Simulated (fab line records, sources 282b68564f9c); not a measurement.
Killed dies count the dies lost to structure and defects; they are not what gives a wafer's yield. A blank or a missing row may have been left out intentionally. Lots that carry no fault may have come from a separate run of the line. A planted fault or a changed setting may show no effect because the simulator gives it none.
A lot that was struck, set against a sound lot || flow rit cmos || 15 out of 202 route steps
Sound: these wafers, L501.1, L501.2, L501.6. Struck: wafers L508.1, L508.5, L508.6. At the end, the cause is stated.
For every step that has rows: the tool of each side, followed by ch and its chambers, followed by its first start. Under that, the readings that differ: sound wafers || struck wafers || difference of the means || sigmas: that difference in standard deviations of wafers without a fault.
alike: a reading whose means differ by less than 2 such deviations, as well as words and numbers matching on both sides. not compared: withheld readings; readings where some wafer has no value; bounds like >300 that might hide an equal value; numbers whose values overlap and for which the record gives no deviation.
A row with sigmas, a row that says differs or no value, or rows on one side alone: a step with any of these is where the two part. Numbers that don't overlap but have no deviation are shown without sigmas and don't part them. A reading that every wafer of one side lacks parts them only if that side has two wafers or more.

first, 1 step without rows for these wafers: RIT_PRETRO_IMPLANT_08.
RIT_PRETRO_STRIP_09: strips in O2, time 180 s.
  sound on plasma asher-04 ch 0,1, day 2 19:36; struck on plasma asher-02 ch 0,1, day 4 10:04
  alike: drypump motor current A
  not compared: rf hours counter h
RIT_PRETRO_TW_MEAS_10:
  sound on film metro-01, day 2 19:47; struck on film metro-02, day 4 10:14
  alike: PRETRO_TW
then, 5 steps without rows for these wafers: RIT_GATE_WET_ETCH_00 (etches SiO2 in BOE, target depth 56 nm, time 60 s); RIT_GATE_CLEAN_01 (cleans in SC1, time 600 s); RIT_GATE_CLEAN_02 (cleans in dHF, time 30 s); RIT_GATE_CLEAN_03 (cleans in SC2, time 600 s); RIT_GATE_CLEAN_04 (cleans in dHF, time 60 s).
RIT_FOX2_THK_MEAS_91:
  sound on film metro-03, day 2 20:28; struck on film metro-03, day 4 10:44
  alike: FIELD_OXIDE_LEFT_2_THK
then, 2 steps without rows for these wafers: RIT_GATE_OXIDATION_05 (target thk 3 nm, ox time 270 s); RIT_GATE_ANNEAL_06 (time 600 s).
RIT_GATE_THK_MEAS_07:
  sound on film metro-02, day 2 21:51; struck on film metro-02, day 4 12:07
  alike: GATE_OXIDE_THK
RIT_GATE_CVD_08: deposits poly-Si from SiH4, target thk 250 nm, time 2220 s.
  sound on lpcvd-01 ch 0, day 2 21:55; struck on lpcvd-02 ch 0, day 4 15:06
RIT_GATE_THK_MEAS_09:
  sound on film metro-03, day 2 23:32; struck on film metro-02, day 4 16:57
{"reading": "GATE_POLY_THK (nm)", "sound": "251.1 249.5 251.0", "struck": "503.4 504.9 503.8", "difference": "+253.5", "sigmas": "+99 or more"}
RIT_M1_PROBE_99:
  rows exist in the record for the sound wafers here (prober-01, day 3 23:11), none for the struck ones

## WHERE THEY PART
Last at RIT_M1_PROBE_99 as far as this record goes, first at RIT_GATE_THK_MEAS_09.

WHY: whatever the simulator had introduced
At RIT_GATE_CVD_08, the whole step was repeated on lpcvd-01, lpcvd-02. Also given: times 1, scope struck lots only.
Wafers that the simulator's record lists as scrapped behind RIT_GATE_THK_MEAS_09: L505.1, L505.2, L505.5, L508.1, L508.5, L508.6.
